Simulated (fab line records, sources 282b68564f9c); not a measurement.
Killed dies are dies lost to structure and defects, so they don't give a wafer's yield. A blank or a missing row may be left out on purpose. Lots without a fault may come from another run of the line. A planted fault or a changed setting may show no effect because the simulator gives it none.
One fault seen from 2 desks | flow rit_cmos | each desk has only its own numbers; what lay behind them comes last

THE METROLOGY DESK
What the gauges read, lot by lot, whatever tool the lot ran on: means of the sampled wafers that have a number. A lot is out of limits, marked OUT, if its mean lies more than 4 standard deviations from the usual mean; the brackets give that distance.
Columns: A = SILICIDE_TI_RS at RIT_SILICIDE_RS_MEAS_02, usual 48.2 ohm/sq; B = SILICIDE_TI_THK at RIT_SILICIDE_THK_MEAS_03, usual 29.7 nm
lot  | first seen here | A               | B
L744 | day 3 07:22     | 47.9            | 29.9
L745 | day 3 14:41     | 48.3            | 29.6
L746 | day 3 19:09     | 47.5            | 30.1
L748 | day 4 07:20     | 47.7            | 29.8
L749 | day 4 09:34     | 48.0            | 29.9
L751 | day 4 18:58     | 49.1            | 29.3
L752 | day 4 22:55     | 48.4            | 29.7
L754 | day 5 06:58     | 48.3            | 29.6
L759 | day 6 08:53     | 47.9            | 29.9
L760 | day 6 11:07     | 48.9            | 29.3
L762 | day 7 00:43     | 48.0            | 29.9
L764 | day 7 11:39     | 45.5 (-4.2) OUT | 31.3 (+5.0) OUT
L766 | day 7 17:35     | 40.7 (-12) OUT  | 34.0 (+13) OUT
L767 | day 8 04:19     | 48.3            | 29.6
This desk's finding: out of limits on L764, L766; first on L764, day 7 11:39 (SILICIDE_TI_RS at RIT_SILICIDE_RS_MEAS_02). In limits: L744, L745, L746, L748, L749, L751, L752, L754, L759, L760, L762, L767.

THE TOOL OWNER'S DESK: pvd_sputter-02
The tool's own readings at RIT_SILICIDE_SPUTTER_01 (material Ti, target thk 30 nm, time 240 s): means of the sampled wafers that have a number, for each lot that ran on this tool. A lot is out of limits, marked OUT, if its mean lies more than 4 standard deviations from the usual mean; the brackets give that distance.
Columns: A = cathode_dc_power_W at RIT_SILICIDE_SPUTTER_01, usual 350.01 W; B = throttle_valve_pct at RIT_SILICIDE_SPUTTER_01, usual 30.4 %
lot  | first seen here | A                        | B
L744 | day 3 07:11     | 350.01                   | 30.4
L746 | day 3 19:00     | 349.98                   | 29.7
L748 | day 4 07:11     | 349.98                   | 29.4
L752 | day 4 22:46     | 350.04                   | 30.1
L762 | day 7 00:34     | 350.01                   | 30.1
L764 | day 7 11:29     | 365.72 (+99 or more) OUT | 29.4
L766 | day 7 17:23     | 397.37 (+99 or more) OUT | 28.8
This desk's finding: out of limits on L764, L766; first on L764, day 7 11:29 (cathode_dc_power_W at RIT_SILICIDE_SPUTTER_01). In limits: L744, L746, L748, L752, L762.

PUT TOGETHER
The tool owner's desk could have raised an alarm at day 7 11:29, on L764, L766.
The metrology desk could have raised an alarm at day 7 11:39, on L764, L766.
Of the lots named, all ran RIT_SILICIDE_SPUTTER_01 on pvd_sputter-02.

WHAT THE SIMULATOR HAD PUT IN
Process parameter drift: pvd_sputter-02, from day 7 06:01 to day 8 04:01, at RIT_SILICIDE_SPUTTER_01. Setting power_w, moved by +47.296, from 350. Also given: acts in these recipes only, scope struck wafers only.
Lots struck among those shown: L764, L766.
Hours from the fault's start to each desk's first reading out of limits: the tool owner's desk, 5; the metrology desk, 6.
